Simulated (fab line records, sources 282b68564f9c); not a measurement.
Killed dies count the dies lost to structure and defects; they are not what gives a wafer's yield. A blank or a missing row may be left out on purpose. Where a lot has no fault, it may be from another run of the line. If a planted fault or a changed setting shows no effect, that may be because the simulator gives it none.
One fault seen from 2 desks || flow rit_cmos || each desk holds nothing but its own numbers, with what lay behind them at the end

FROM THE METROLOGY DESK
Lot by lot, what the gauges showed, no matter which tool ran the lot: averages of those sampled wafers that carry a number. The brackets show how far a lot's mean lies from the usual mean; more than 4 standard deviations puts the lot out of limits, marked OUT.
Columns: A = FOX1_OXIDE_THK at RIT_FOX1_THK_MEAS_01, usual 353 nm
{"lot": "L291", "first seen here": "day 1 19:50", "A": 359}
{"lot": "L292", "first seen here": "day 2 01:07", "A": 355}
{"lot": "L294", "first seen here": "day 2 09:26", "A": 345}
{"lot": "L295", "first seen here": "day 2 15:53", "A": 365}
{"lot": "L296", "first seen here": "day 2 21:39", "A": 360}
{"lot": "L298", "first seen here": "day 3 06:29", "A": 359}
{"lot": "L299", "first seen here": "day 3 12:28", "A": 366}
{"lot": "L300", "first seen here": "day 3 20:37", "A": 347}
{"lot": "L302", "first seen here": "day 4 01:23", "A": 344}
{"lot": "L303", "first seen here": "day 4 06:04", "A": 356}
{"lot": "L304", "first seen here": "day 4 13:35", "A": "307 (-5.4) OUT"}
{"lot": "L305", "first seen here": "day 4 15:58", "A": "317 (-4.2) OUT"}
{"lot": "L308", "first seen here": "day 5 09:12", "A": "287 (-7.7) OUT"}
{"lot": "L311", "first seen here": "day 5 23:33", "A": 359}
{"lot": "L314", "first seen here": "day 6 12:19", "A": 352}
This desk's finding: out of limits on L304, L305, L308; first on L304, day 4 13:35 (FOX1_OXIDE_THK at RIT_FOX1_THK_MEAS_01). In limits: L291, L292, L294, L295, L296, L298, L299, L300, L302, L303, L311, L314.

AT THE TOOL OWNER'S DESK: furnace-03
The tool's own readings at RIT_FOX1_OXIDATION_00 (target thk 350.7 nm, ox time 1130 s): means of the sampled wafers that have a number, for each lot that ran on this tool. The brackets show how far a lot's mean lies from the usual mean; more than 4 standard deviations puts the lot out of limits, marked OUT.
Columns: A = spike_tc_centre_C at RIT_FOX1_OXIDATION_00, usual 1102.9 C; B = spike_tc_load_C at RIT_FOX1_OXIDATION_00, usual 1126 C; C = spike_tc_source_C at RIT_FOX1_OXIDATION_00, usual 1126.4 C; D = tube_center_temp_C at RIT_FOX1_OXIDATION_00, usual 1100 C; E = tube_center_temp_C_max at RIT_FOX1_OXIDATION_00, usual 1102.8
{"lot": "L294", "first seen here": "day 2 08:06", "A": 1102.5, "B": 1131, "C": 1127.4, "D": 1100, "E": 1103.1}
{"lot": "L300", "first seen here": "day 3 19:17", "A": 1102.1, "B": 1131, "C": 1127.0, "D": 1100, "E": 1102.9}
{"lot": "L304", "first seen here": "day 4 12:16", "A": "1076.5 (-24) OUT", "B": "1105 (-5.9) OUT", "C": "1102.3 (-19) OUT", "D": "1075 (-99 or more) OUT", "E": "1077.8 (-53) OUT"}
{"lot": "L305", "first seen here": "day 4 14:40", "A": "1076.9 (-24) OUT", "B": "1107 (-5.4) OUT", "C": "1101.8 (-19) OUT", "D": "1075 (-99 or more) OUT", "E": "1078.3 (-52) OUT"}
{"lot": "L308", "first seen here": "day 5 07:47", "A": "1078.0 (-23) OUT", "B": "1105 (-6.0) OUT", "C": "1102.2 (-19) OUT", "D": "1075 (-99 or more) OUT", "E": "1077.6 (-54) OUT"}
Finding of this desk: L304, L305, L308 out of limits; the first was L304 at day 4 12:16, on spike_tc_centre_C at RIT_FOX1_OXIDATION_00. In limits: L294, L300.

BROUGHT TOGETHER
The tool owner's desk had the chance to raise an alarm at day 4 12:16 on L304, L305, L308.
An alarm was possible from the metrology desk at day 4 13:35, on L304, L305, L308.
All the named lots went through RIT_FOX1_OXIDATION_00 on furnace-03.

WHAT WAS PUT IN BY THE SIMULATOR
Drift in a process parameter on furnace-03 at RIT_FOX1_OXIDATION_00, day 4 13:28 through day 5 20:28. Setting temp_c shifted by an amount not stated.
Shown lots that were struck: L304, L305, L308.
